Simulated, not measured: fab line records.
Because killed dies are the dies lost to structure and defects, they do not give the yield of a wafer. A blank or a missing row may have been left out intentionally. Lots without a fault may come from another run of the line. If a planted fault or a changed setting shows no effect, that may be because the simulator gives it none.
Split-lot trial	flow rit cmos	route with 202 steps; 5 lots, 24 wafers read

THE SPLIT ITSELF
At RIT_GATE_DEVELOP_15 (develop time 50 s), the setting develop time s was moved away from the recipe's 50 s on 8 of the 24 wafers read, by -28.9% to -16.3%. All remaining wafers had this setting at the recipe value.

FROM THE SPLIT TO THE READING: what the file shows between them, 8 steps
- RIT_M1_SPUTTER_00: material Al, target thk 400 nm, time 500 s (also split here: time s)
- RIT_M1_RS_MEAS_01: measures by four-point-probe
- RIT_M1_THK_MEAS_02: measures by xrf
- RIT_M1_HMDS_03: prime time 60 s
- RIT_M1_COAT_04: resist thk 1300 nm
- RIT_M1_HARDBAKE_11: time 120 s
- RIT_M1_METAL_ETCH_12: etches Al in Cl2/BCl3, stops on SiO2, time 165 s, target depth 600 nm
- RIT_M1_ANNEAL_15: time 1800 s (also split here: time s)

THE READING
etest.nmos turned.drive ua um (the simulator's own value, which no gauge read), at RIT_M1_PROBE_99. The file gives no usual value for it. Average 327.7, standard deviation 11, over the 16 wafers here run with the recipe.

wafer	tool, chamber at the split	develop time s as run, s	against the recipe	etest.nmos turned.drive ua um	against lot-mates on the recipe
L075.1	litho track-04, 0	50	recipe	335.4	-
L075.2	litho track-04, 0	35.53	-28.9%	253.4	-79.7
L075.3	litho track-04, 0	50	recipe	330.1	-
L075.4	litho track-04, 0	35.53	-28.9%	258.2	-74.9
L075.5	litho track-04, 0	35.53	-28.9%	255.6	-77.5
L075.6	litho track-04, 0	50	recipe	333.9	-
L078.1	litho track-03, 0	50	recipe	346.4	-
L078.2	litho track-03, 0	50	recipe	336.6	-
L078.3	litho track-03, 0	50	recipe	332.2	-
L078.4	litho track-03, 0	50	recipe	335.3	-
L078.5	litho track-03, 0	50	recipe	334.4	-
L078.6	litho track-03, 0	50	recipe	343.7	-
L079.1	litho track-04, 0	41.83	-16.3%	279.5	-41.1
L079.2	litho track-04, 0	41.83	-16.3%	279.9	-40.7
L079.4	litho track-04, 0	50	recipe	320.6	-
L080.1	litho track-01, 0	50	recipe	309.7	-
L080.3	litho track-01, 0	50	recipe	309.1	-
L080.4	litho track-01, 0	50	recipe	315.1	-
L082.1	litho track-03, 0	40.58	-18.8%	268.5	-51.9
L082.2	litho track-03, 0	40.58	-18.8%	271.1	-49.3
L082.3	litho track-03, 0	40.58	-18.8%	278.3	-42.1
L082.4	litho track-03, 0	50	recipe	315.2	-
L082.5	litho track-03, 0	50	recipe	329.6	-
L082.6	litho track-03, 0	50	recipe	316.4	-

FIT RESULTS
A straight line over all 24 wafers: etest.nmos turned.drive ua um changes by +2.64 for each +1% of develop time s; r = +0.95; the points scatter about the line by 10.
The same after taking each lot's own level away (the mean of its wafers on the recipe; 24 wafers): +2.62 for each +1%; r = +0.99; scatter 4.3.
The reading moves by 76 for the largest change in develop time s, on that fit.
Measured against the standard deviation above, the lots' own levels, which go from 311.30 to 338.10, span 2.4 times it.
Hence the lot-to-lot level has little effect on the slope; both slopes agree.
Check: for one of the wafers moved furthest among these (-28.9%), held out of the fit, the line's prediction against its lot-mates is -74.7. It came out at -79.7 against them.

OTHER SPLITS ON THESE WAFERS
Note: prior to the reading, these wafers also went through further splits. Each is held against what the fit with the lots' levels taken away leaves over:
other split on the same wafers	wafers away from the commonest value	r with etest.nmos turned.drive ua um (lot level and that fit taken away)
RIT_M1_SPUTTER_00 time s	9	+0.18
RIT_M1_ANNEAL_15 time s	15	+0.07

THE WHOLE CHAIN: every reading that the file lists as answering this split, in the file's order
step	what it does	reading	change (the file's fit)	r (the file's)
RIT_M1_PROBE_99		etest.pmos_0p3.r on ohm um (the simulator's own value, which no gauge read)	-50.9 for each +1% of the setting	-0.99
RIT_M1_PROBE_99		etest.pmos_0p15.r on ohm um (the simulator's own value, which no gauge read)	-49.4 for each +1% of the setting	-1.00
RIT_M1_PROBE_99		etest.pmos turned.r on ohm um (the simulator's own value, which no gauge read)	-48.3 for each +1% of the setting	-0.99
RIT_M1_PROBE_99		etest.nmos_0p3.r on ohm um (the simulator's own value, which no gauge read)	-14.6 for each +1% of the setting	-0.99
RIT_M1_PROBE_99		etest.nmos_0p15.r on ohm um (the simulator's own value, which no gauge read)	-14.5 for each +1% of the setting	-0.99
RIT_M1_PROBE_99		etest.nmos_0p15.drive ua um (the simulator's own value, which no gauge read)	+5.54 for each +1% of the setting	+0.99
RIT_M1_PROBE_99		etest.pmos_0p15.drive ua um (the simulator's own value, which no gauge read)	+3.38 for each +1% of the setting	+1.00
RIT_M1_PROBE_99		etest.nmos turned.drive ua um (the simulator's own value, which no gauge read)	+2.62 for each +1% of the setting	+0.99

FILE'S OWN FIT
etest.nmos turned.drive ua um changes by +2.62 for each +1% of develop time s, r = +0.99.
